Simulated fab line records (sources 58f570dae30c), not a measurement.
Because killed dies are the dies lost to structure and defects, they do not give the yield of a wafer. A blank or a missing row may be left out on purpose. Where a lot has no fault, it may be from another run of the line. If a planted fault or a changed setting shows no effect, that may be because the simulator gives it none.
Matching of chambers + flow berkeley-cmos170 + 4 sister chambers for UCB170_M3_ETCH_17 on rie-diel-03
The step etches BARC in N2/H2. 4 wafers are shown with their chamber, then 8 later ones without.

## WAFERS WITH THEIR CHAMBER
| wafer  | chamber | throttle-valve-pct (%) |
|--------|---------|------------------------|
| L351.5 | 3       | 13.14                  |
| L353.3 | 1       | 13.48                  |
| L353.4 | 2       | 13.38                  |
| L355.3 | 0       | 13.34                  |

## WAFERS WITHOUT THEIR CHAMBER
| wafer  | throttle-valve-pct (%) |
|--------|------------------------|
| L355.4 | 13.13                  |
| L355.6 | 13.47                  |
| L358.1 | 13.12                  |
| L358.2 | 13.37                  |
| L358.3 | 13.48                  |
| L360.2 | 13.38                  |
| L360.3 | 13.11                  |
| L360.4 | 13.32                  |

## THE CHAMBER EACH PASSED THROUGH
| wafer  | from the rows above     | in truth |
|--------|-------------------------|----------|
| L355.4 | 3                       | 3        |
| L355.6 | 1                       | 1        |
| L358.1 | 3                       | 3        |
| L358.2 | can't be placed: 2 or 0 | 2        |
| L358.3 | 1                       | 1        |
| L360.2 | 2                       | 2        |
| L360.3 | 3                       | 3        |
| L360.4 | 0                       | 0        |
Correctly placed: 7 of 8. Can't be placed from these rows: 1 (the true chamber is among the candidates in 1). Number placed wrongly: 0.
How it was worked out, from the rows above alone: a wafer's distance from a chamber is the root of the sum, over the readings, of the square of ((its reading less the chamber's mean) divided by the reading's scatter). If the next closest chamber is less than 2 further off than the closest, the wafer can't be placed; otherwise it belongs to the closest. The mean given for a chamber averages the wafers shown for that chamber. The scatter: with one shown wafer a chamber, the root of the mean of the squares of how far each hidden wafer lies from its nearest shown one.
